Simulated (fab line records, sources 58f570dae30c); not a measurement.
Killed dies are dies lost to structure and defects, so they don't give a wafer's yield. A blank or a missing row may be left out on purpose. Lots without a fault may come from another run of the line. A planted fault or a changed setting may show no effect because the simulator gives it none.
Split-lot experiment | flow berkeley_cmos170 | 5 lots, 23 wafers read, on a route of 331 steps

THE SPLIT
At UCB170_PVT_IMPLANT_07, the setting energy_kev was moved away from the recipe's 30 on 8 of the 23 wafers read, by -4.0% to +5.0%. The other wafers ran this setting at the recipe's value.

FROM THE SPLIT TO THE READING: what the file shows between them, 1 step
- UCB170_PVT_STRIP_08: strips in O2

THE READING
PVT_TW, at UCB170_PVT_TW_MEAS_09. Fault-free wafers of this fab line usually give 506.7, standard deviation 2.7.

wafer  | tool, chamber at the split | energy_kev as run | against the recipe | PVT_TW | against lot-mates on the recipe
L076.1 | implanter-04, 0            | 31.08             | +3.6%              | 512.1  | +2.2
L076.2 | implanter-04, 0            | 30                | recipe             | 511.1  | -
L076.3 | implanter-04, 0            | 30                | recipe             | 510.7  | -
L076.4 | implanter-04, 0            | 31.08             | +3.6%              | 515.6  | +5.7
L076.5 | implanter-04, 0            | 30                | recipe             | 508.0  | -
L074.1 | implanter-02, 0            | 31.51             | +5.0%              | 510.8  | +9.6
L074.2 | implanter-02, 0            | 30                | recipe             | 501.6  | -
L074.3 | implanter-02, 0            | 31.51             | +5.0%              | 512.5  | +11.3
L074.4 | implanter-02, 0            | 30                | recipe             | 501.3  | -
L074.5 | implanter-02, 0            | 30                | recipe             | 500.8  | -
L082.1 | implanter-03, 0            | 30                | recipe             | 503.6  | -
L082.2 | implanter-03, 0            | 28.81             | -4.0%              | 499.5  | -5.3
L082.3 | implanter-03, 0            | 30                | recipe             | 504.8  | -
L082.4 | implanter-03, 0            | 28.81             | -4.0%              | 499.8  | -5.0
L082.5 | implanter-03, 0            | 30                | recipe             | 506.0  | -
L083.2 | implanter-04, 0            | 31.21             | +4.0%              | 509.8  | +5.5
L083.3 | implanter-04, 0            | 30                | recipe             | 504.1  | -
L083.4 | implanter-04, 0            | 30                | recipe             | 505.9  | -
L083.5 | implanter-04, 0            | 31.21             | +4.0%              | 511.1  | +6.8
L083.6 | implanter-04, 0            | 30                | recipe             | 502.9  | -
L084.1 | implanter-04, 0            | 30                | recipe             | 504.2  | -
L084.4 | implanter-04, 0            | 30                | recipe             | 502.7  | -
L084.5 | implanter-04, 0            | 30                | recipe             | 507.2  | -

THE FIT
A straight line over all 23 wafers: PVT_TW changes by +1.52 for each +1% of energy_kev; r = +0.79; the points scatter about the line by 2.9.
The same after taking each lot's own level away (the mean of its wafers on the recipe; 23 wafers): +1.57 for each +1%; r = +0.93; scatter 1.6.
On that fit, the largest move of energy_kev shifts the reading by 7.9.
The lots' own levels span 501.23 to 509.93, that is 3.2 times the standard deviation above.
So the lot-to-lot level blurs the effect unless lot-mates are compared.
Check: with one of the wafers moved furthest among these (+5.0%) left out of the fit, the line predicts +7.71 for it against its lot-mates. It came out at +9.57 against them.

OTHER SPLITS ON THESE WAFERS
These wafers also went through other splits before the reading. Each is held against what the fit with the lots' levels taken away leaves over:
other split on the same wafers    | wafers away from the commonest value | r with PVT_TW (lot level and that fit taken away)
UCB170_ZERO_COAT_01 resist_thk_nm | 9                                    | +0.07
UCB170_ACTIVE_EXPOSE_10 dose_mj   | 5                                    | +0.28

THE WHOLE CHAIN: every reading that the file lists as answering this split, in the file's order
step                  | what it does | reading                                                         | change (the file's fit)               | r (the file's)
UCB170_PVT_IMPLANT_07 |              | implant.rp_nm (the simulator's own value, which no gauge read)  | +0.326 nm for each +1% of the setting | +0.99
UCB170_PVT_IMPLANT_07 |              | implant.drp_nm (the simulator's own value, which no gauge read) | +0.13 nm for each +1% of the setting  | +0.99
UCB170_PVT_TW_MEAS_09 |              | PVT_TW                                                          | +1.6 for each +1% of the setting      | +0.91

THE FILE'S OWN FIT
PVT_TW changes by +1.6 for each +1% of energy_kev, r = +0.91.
